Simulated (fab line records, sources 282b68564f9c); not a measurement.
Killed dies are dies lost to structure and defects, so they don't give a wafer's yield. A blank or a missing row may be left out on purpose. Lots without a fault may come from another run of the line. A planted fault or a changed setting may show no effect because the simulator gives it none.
Problem report in the 8D (eight disciplines) form, filled by code | flow rit_cmos | the parts of the form that need people (team, actions taken, sign-off) are left out

1. THE PROBLEM
cd_nm at RIT_M1_CD_MEAS_90 reads a mean of 2614.2 nm on 2 wafers of 2 lots; wafers without a fault read 2599.3 nm with a standard deviation of 2.8. That is +5.3 standard deviations from the usual mean.
The step: target cd 2600 nm.
First seen on wafer L510.1, day 7 00:54, on cd_sem-02. The record holds 40 wafers of 14 lots with a number at this step. Rule for "out", or "out of limits": more than 4 standard deviations from the usual mean. The other wafers with a number count as sound.

2. WHAT IT IS AND WHAT IT IS NOT
question                    | is               | is not
which readings at this step | cd_nm            | -
which lots                  | L510, L512       | L493, L496, L498, L499, L500, L501, L502, L504, L507, L511, L513, L514
which wafers of those lots  | L510.1, L512.4   | L510.3, L510.6
read on which gauges        | cd_sem-02        | cd_sem-01
when                        | from day 7 00:54 | up to then (29 sound wafers); but 9 sound wafers of L511, L513, L514 came after

3. SUSPECTS, AND WHAT RULES EACH OUT
Counting: a tool at a process step up to the reading stays a suspect if it ran every lot that is out. Sound lots after the first of them don't rule it out here, since some wafers of a struck lot are sound.
- the gauge at RIT_M1_CD_MEAS_90: ruled out. All the wafers that are out were read on cd_sem-02, but those of them that RIT_M1_METAL_ETCH_12 has rows for are out there too, on other tools.
- rie_metal-03 at RIT_M1_METAL_ETCH_12 (etches Al in Cl2/BCl3, stops on SiO2, time 165 s, target depth 600 nm): kept. It ran every lot that is out, first L510 (day 7 00:23); its last sound lot up to then is L502 (day 5 11:34). Its own readings are out on those wafers: oes_product_au, run_length_s.
- Within rie_metal-03 at RIT_M1_METAL_ETCH_12: the wafers that are out ran in chamber 0; their sound lot-mates ran in chamber 1.
Left after counting: rie_metal-03 at RIT_M1_METAL_ETCH_12.

4. THE CAUSE (what the simulator had put in)
Process parameter drift: rie_metal-03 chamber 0, from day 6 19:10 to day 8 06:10, at RIT_M1_METAL_ETCH_12. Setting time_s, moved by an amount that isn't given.
Counting left only this tool.

5. THE CHAIN OF EFFECTS, in route order
Each row: a reading whose mean over the struck wafers that have a number lies more than 3 standard deviations from the usual. Only readings for which the record gives a usual standard deviation are gone through. hours: the time from each lot's start at the first step in this table that gives one to its start at this step, as a median over the lots. sigmas: the change in usual standard deviations.
hours | step                 | reading              | usual      | on struck wafers | change | sigmas
0     | RIT_M1_METAL_ETCH_12 | oes_product_au       | 0.769 a.u. | 0.970            | +0.201 | +20
0     | RIT_M1_METAL_ETCH_12 | run_length_s         | 193.4 s    | 99.5             | -93.9  | -99 or more
1     | RIT_M1_CD_MEAS_90    | cd_nm                | 2599.3 nm  | 2614.2           | +14.8  | +5.3
6     | RIT_M1_PROBE_99      | defect_limited_yield | 97.4 %     | 0.0              | -97.4  | -89
6     | RIT_M1_PROBE_99      | killed_at_M0_to_M3   | 0.0        | 257.0            | +257.0 | +99 or more
6     | RIT_M1_PROBE_99      | killed_dies          | 6.9        | 264.0            | +257.1 | +86
6     | RIT_M1_PROBE_99      | killed_on_rim        | 1.9        | 70.0             | +68.1  | +45
6     | RIT_M1_PROBE_99      | sort_bin_5_function  | 1.5 %      | 98.5             | +97.0  | +99 or more
6     | RIT_M1_PROBE_99      | sort_n_pass          | 257.1      | 0.0              | -257.1 | -86
6     | RIT_M1_PROBE_99      | sort_yield_pct       | 97.4 %     | 0.0              | -97.4  | -89
The process steps in it:
- RIT_M1_METAL_ETCH_12: etches Al in Cl2/BCl3, stops on SiO2, time 165 s, target depth 600 nm.
- RIT_M1_PROBE_99

6. WHAT WOULD HAVE CAUGHT IT SOONER
In this record the first reading out of limits at a measuring or inspecting step was taken at day 7 00:54, 6 hours after the fault began at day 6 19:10.
The tool's own readings at RIT_M1_METAL_ETCH_12 were out on every struck wafer that the step has a row for (oes_product_au, run_length_s): an alarm limit on them would have fired on the first of those.
Of the lots that are out (2), L512 began RIT_M1_METAL_ETCH_12 on rie_metal-03 after day 7 00:54. A hold on the tool at that time would have spared it.
